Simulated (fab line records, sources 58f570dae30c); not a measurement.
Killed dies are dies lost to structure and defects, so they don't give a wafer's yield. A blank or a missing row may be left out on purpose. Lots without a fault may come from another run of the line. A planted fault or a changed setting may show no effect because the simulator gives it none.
Which tool did it? | flow berkeley_cmos170 | 14 lots, 42 wafers sampled, at 1 step of a route of 331

WHAT THE GAUGES READ, wafer by wafer
The record holds no reading of a measuring or inspecting step that can be judged against a usual standard deviation.

WHICH TOOL RAN EACH LOT (tool, then ch and the chambers of the sampled wafers, then the start)
lot  | UCB170_M2_DEVELOP_14
L440 | litho_track-04 ch 0, day 9 11:00
L439 | litho_track-04 ch 0, day 9 13:00
L441 | litho_track-03 ch 0, day 9 14:00
L443 | litho_track-02 ch 0, day 11 00:00
L446 | litho_track-03 ch 0, day 11 04:00
L445 | litho_track-04 ch 0, day 11 06:00
L449 | litho_track-03 ch 0, day 11 13:00
L453 | litho_track-02 ch 0, day 12 03:00
L452 | litho_track-03 ch 0, day 12 04:00
L450 | litho_track-04 ch 0, day 12 04:00
L451 | litho_track-03 ch 0, day 12 04:00
L454 | litho_track-03 ch 0, day 12 15:00
L460 | litho_track-03, day 13 05:00
L458 | litho_track-04, day 13 07:00
- UCB170_M2_DEVELOP_14: develop time 45 s.

WHAT THE TOOLS THEMSELVES READ (means of the sampled wafers that have a number; where no wafer has one, the mark that the record gives instead)
UCB170_M2_DEVELOP_14.
lot  | tool           | chill_plate_temp_C (C)
L440 | litho_track-04 | 22.98
L439 | litho_track-04 | 22.89
L441 | litho_track-03 | 22.98
L443 | litho_track-02 | 23.03
L446 | litho_track-03 | 23.05
L445 | litho_track-04 | 22.96
L449 | litho_track-03 | 23.08
L453 | litho_track-02 | 23.01
L452 | litho_track-03 | 23.03
L450 | litho_track-04 | 23.12
L451 | litho_track-03 | 22.86
L454 | litho_track-03 | 23.08
L460 | litho_track-03 | -
L458 | litho_track-04 | -

THE ANSWER, worked out from the rows above alone
Rule: what is usual is taken from the lots themselves. Put in order of their means at a reading, lots are off if they are a third of the lots or fewer, leave a main group of 4 or more, and stand apart from it by a gap of 3 or more times the standard deviation of the main group's means; of several such gaps the widest counts. A main group whose means are all the same, to the digits that the tables above print for the reading, isn't used. A lot without any number at a reading at which 4 lots or more have one is off too. The other lots that the step has rows for count as sound. The gauges are gone through in route order, then the tools' own readings, and for those a lot's mean is taken as printed above. The first step at which some lot is off is used, and at that step the reading that is off furthest; a lot without a number counts as furthest.
Off: L460, L458, at UCB170_M2_DEVELOP_14 (chill_plate_temp_C). Without a number there: L460, L458. The main group: mean 23.01 C, standard deviation 0.074.
A tool fits if, at that step or a process step before it, it ran every lot that is off, and no sound lot after the first of them. None of those tried fits.

WHAT THE SIMULATOR HAD PUT IN
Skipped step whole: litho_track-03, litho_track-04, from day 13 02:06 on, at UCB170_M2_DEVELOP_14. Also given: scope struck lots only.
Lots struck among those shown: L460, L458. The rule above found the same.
